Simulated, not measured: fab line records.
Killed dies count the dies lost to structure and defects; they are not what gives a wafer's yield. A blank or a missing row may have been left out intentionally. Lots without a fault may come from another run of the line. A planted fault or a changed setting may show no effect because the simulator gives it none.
Split-lot study || flow berkeley-cmos170 || on a route of 331 steps: 5 lots, 13 wafers read

== SPLIT DETAILS ==
At UCB170_M3_COAT_10 (resist thk 900 nm), the setting resist-thk-nm was moved away from the recipe's 900 nm on 3 of the 13 wafers read, by +3.4% to +5.0%. The other wafers ran this setting at the recipe's value.

The split's own step is where the reading is taken.

== THE READING ==
KrF_of_M3_COAT_10.thk-nm (the simulator's own value, which no gauge read), in nm, at UCB170_M3_COAT_10 (resist thk 900 nm). There is no usual value for it anywhere in the file. Average 899.3 nm, standard deviation 3 nm, over the 10 wafers here run with the recipe.

{"wafer": "L075.1", "tool, chamber at the split": "litho-track-02, 0", "resist-thk-nm as run, nm": 900, "against the recipe": "recipe", "KrF_of_M3_COAT_10.thk-nm, nm": 901, "against lot-mates on the recipe": "-"}
{"wafer": "L075.5", "tool, chamber at the split": "litho-track-02, 0", "resist-thk-nm as run, nm": 900, "against the recipe": "recipe", "KrF_of_M3_COAT_10.thk-nm, nm": 900.3, "against lot-mates on the recipe": "-"}
{"wafer": "L075.6", "tool, chamber at the split": "litho-track-02, 0", "resist-thk-nm as run, nm": 900, "against the recipe": "recipe", "KrF_of_M3_COAT_10.thk-nm, nm": 899.3, "against lot-mates on the recipe": "-"}
{"wafer": "L078.3", "tool, chamber at the split": "litho-track-01, 0", "resist-thk-nm as run, nm": 900, "against the recipe": "recipe", "KrF_of_M3_COAT_10.thk-nm, nm": 897.8, "against lot-mates on the recipe": "-"}
{"wafer": "L078.4", "tool, chamber at the split": "litho-track-01, 0", "resist-thk-nm as run, nm": 900, "against the recipe": "recipe", "KrF_of_M3_COAT_10.thk-nm, nm": 899.9, "against lot-mates on the recipe": "-"}
{"wafer": "L080.3", "tool, chamber at the split": "litho-track-02, 0", "resist-thk-nm as run, nm": 930.4, "against the recipe": "+3.4%", "KrF_of_M3_COAT_10.thk-nm, nm": 925.5, "against lot-mates on the recipe": "+33.7"}
{"wafer": "L080.4", "tool, chamber at the split": "litho-track-02, 0", "resist-thk-nm as run, nm": 930.4, "against the recipe": "+3.4%", "KrF_of_M3_COAT_10.thk-nm, nm": 925.4, "against lot-mates on the recipe": "+33.6"}
{"wafer": "L080.6", "tool, chamber at the split": "litho-track-02, 0", "resist-thk-nm as run, nm": 900, "against the recipe": "recipe", "KrF_of_M3_COAT_10.thk-nm, nm": 891.8, "against lot-mates on the recipe": "-"}
{"wafer": "L083.2", "tool, chamber at the split": "litho-track-04, 0", "resist-thk-nm as run, nm": 944.7, "against the recipe": "+5.0%", "KrF_of_M3_COAT_10.thk-nm, nm": 945.3, "against lot-mates on the recipe": "+42.9"}
{"wafer": "L083.5", "tool, chamber at the split": "litho-track-04, 0", "resist-thk-nm as run, nm": 900, "against the recipe": "recipe", "KrF_of_M3_COAT_10.thk-nm, nm": 900, "against lot-mates on the recipe": "-"}
{"wafer": "L083.6", "tool, chamber at the split": "litho-track-04, 0", "resist-thk-nm as run, nm": 900, "against the recipe": "recipe", "KrF_of_M3_COAT_10.thk-nm, nm": 904.7, "against lot-mates on the recipe": "-"}
{"wafer": "L082.3", "tool, chamber at the split": "litho-track-02, 0", "resist-thk-nm as run, nm": 900, "against the recipe": "recipe", "KrF_of_M3_COAT_10.thk-nm, nm": 899.2, "against lot-mates on the recipe": "-"}
{"wafer": "L082.6", "tool, chamber at the split": "litho-track-02, 0", "resist-thk-nm as run, nm": 900, "against the recipe": "recipe", "KrF_of_M3_COAT_10.thk-nm, nm": 899.1, "against lot-mates on the recipe": "-"}

FIT RESULTS
A straight line over all 13 wafers: KrF_of_M3_COAT_10.thk-nm changes by +8.57 nm for each +1% of resist-thk-nm; r = +0.98; the points scatter about the line by 3.3 nm.
The same after taking each lot's own level away (the mean of its wafers on the recipe; 13 wafers): +9.24 nm for each +1%; r = +0.99; scatter 1.8 nm.
On that fit, the largest move of resist-thk-nm shifts the reading by 46 nm.
Across the lots, their own levels run from 891.80 to 902.35 nm, a range of 3.5 times the standard deviation given above.
The two slopes agree, so the slope changes little with the lot-to-lot level.
Check: +49.5 nm against its lot-mates is what the line predicts for one of the wafers moved furthest among these (+5.0%) when that wafer is left out of the fit. It came out at +42.9 nm against them.

== OTHER SPLITS APPLIED TO THESE WAFERS ==
These wafers also went through other splits before the reading. Each is held against what the fit with the lots' levels taken away leaves over:
{"other split on the same wafers": "UCB170_PSD_EXPOSE_03 dose-mj", "wafers away from the commonest value": 6, "r with KrF_of_M3_COAT_10.thk-nm (lot level and that fit taken away)": "+0.39"}
{"other split on the same wafers": "UCB170_NSD_EXPOSE_03 dose-mj", "wafers away from the commonest value": 5, "r with KrF_of_M3_COAT_10.thk-nm (lot level and that fit taken away)": -0.46}
{"other split on the same wafers": "UCB170_NSD_DEVELOP_05 dev-temp-c", "wafers away from the commonest value": 2, "r with KrF_of_M3_COAT_10.thk-nm (lot level and that fit taken away)": -0.42}
{"other split on the same wafers": "UCB170_CONTACT_CVD_01 sih4-flow-sccm", "wafers away from the commonest value": 3, "r with KrF_of_M3_COAT_10.thk-nm (lot level and that fit taken away)": "+0.38"}
{"other split on the same wafers": "UCB170_CONTACT_ETCH_17 pressure-mtorr", "wafers away from the commonest value": 8, "r with KrF_of_M3_COAT_10.thk-nm (lot level and that fit taken away)": "+0.12"}
{"other split on the same wafers": "UCB170_M2_COAT_05 spin-rpm", "wafers away from the commonest value": 5, "r with KrF_of_M3_COAT_10.thk-nm (lot level and that fit taken away)": "+0.01"}
{"other split on the same wafers": "UCB170_M2_PEB_13 peb-temp-c", "wafers away from the commonest value": 2, "r with KrF_of_M3_COAT_10.thk-nm (lot level and that fit taken away)": -0.45}
{"other split on the same wafers": "UCB170_M3_SPUTTER_01 time-s", "wafers away from the commonest value": 0, "r with KrF_of_M3_COAT_10.thk-nm (lot level and that fit taken away)": "-"}

== THE FILE'S OWN FIT ==
KrF_of_M3_COAT_10.thk-nm changes by +9.05 nm for each +1% of resist-thk-nm, r = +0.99.
